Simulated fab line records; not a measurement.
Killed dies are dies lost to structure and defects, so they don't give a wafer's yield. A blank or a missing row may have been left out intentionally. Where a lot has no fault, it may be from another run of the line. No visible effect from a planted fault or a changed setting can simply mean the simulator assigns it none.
Struck lot and sound lot, side by side -- flow rit-cmos -- 14 steps out of a route of 202
Sound: wafers L570.1, L570.3, L570.6. Wafers struck: L578.1, L578.2, L578.3. The cause comes at the end.
Per side, at each step with rows, come the tool, then ch with its chambers, and then its first start. Under that, the readings that differ: sound wafers -- struck wafers -- difference of the means -- sigmas: that difference in standard deviations of wafers without a fault.
alike: a reading whose means differ by less than 2 such deviations, as well as words and numbers matching on both sides. not compared: withheld readings; readings where some wafer has no value; bounds like >300 that might hide an equal value; numbers whose values overlap and for which the record gives no deviation.
Wherever a step has rows on one side only, a row that says differs or no value, or a row with sigmas, the two part there. Numbers that don't overlap but have no deviation are shown without sigmas and don't part them. A reading missing from all wafers of one side parts the sides only when that side holds two or more wafers.

first, 2 steps without rows for these wafers: RIT_NSD_PEB_04; RIT_NSD_DEVELOP_05 (develop time 50 s).
RIT_NSD_OVL_MEAS_06:
  struck on overlay-01, day 6 22:56; sound on overlay-02, day 5 13:56
  alike: NSD_OVL
then, 2 steps without rows for these wafers: RIT_NSD_HARDBAKE_07 (time 60 s); RIT_NSD_IMPLANT_08.
RIT_NSD_STRIP_09: strips in O2, time 180 s.
  sound on plasma-asher-04 ch 0,1, day 5 14:25; struck on plasma-asher-02 ch 0,1, day 6 23:16
  alike: drypump-motor-current-A
  not compared: rf-hours-counter-h
RIT_NSD_TW_MEAS_10:
  struck on film-metro-03, day 6 23:26; sound on film-metro-02, day 5 14:36
  alike: NSD_TW
then, 5 steps without rows for these wafers: RIT_PSD_HMDS_00 (prime time 60 s); RIT_PSD_COAT_01 (resist thk 1000 nm); RIT_PSD_SOFTBAKE_02 (time 60 s); RIT_PSD_EXPOSE_03 (exposes mask M10, target cd 40900 nm); RIT_PSD_PEB_04.
RIT_PSD_DEVELOP_05: develop time 50 s.
  struck on litho-track-03, day 7 00:00; sound on litho-track-02 ch 0, day 5 15:00
  no value came back on the struck wafers for chill-plate-temp-C (C), develop-time-s (s); on the sound wafers chill-plate-temp-C (C) reads 23.19 23.07 23.08
RIT_PSD_OVL_MEAS_06:
  struck on overlay-01, day 7 00:21; sound on overlay-01, day 5 15:31
reading,sound,struck,difference,sigmas
PSD_OVL (nm),-1.0 -0.5 -0.8,- - -,no value on the struck wafers,

## WHERE THEY PART
Earliest at RIT_PSD_DEVELOP_05; latest, in this record, at RIT_PSD_OVL_MEAS_06.

WHY: whatever the simulator had introduced
Skipped step whole: litho-track-03, from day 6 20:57 on, at RIT_PSD_DEVELOP_05. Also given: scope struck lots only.
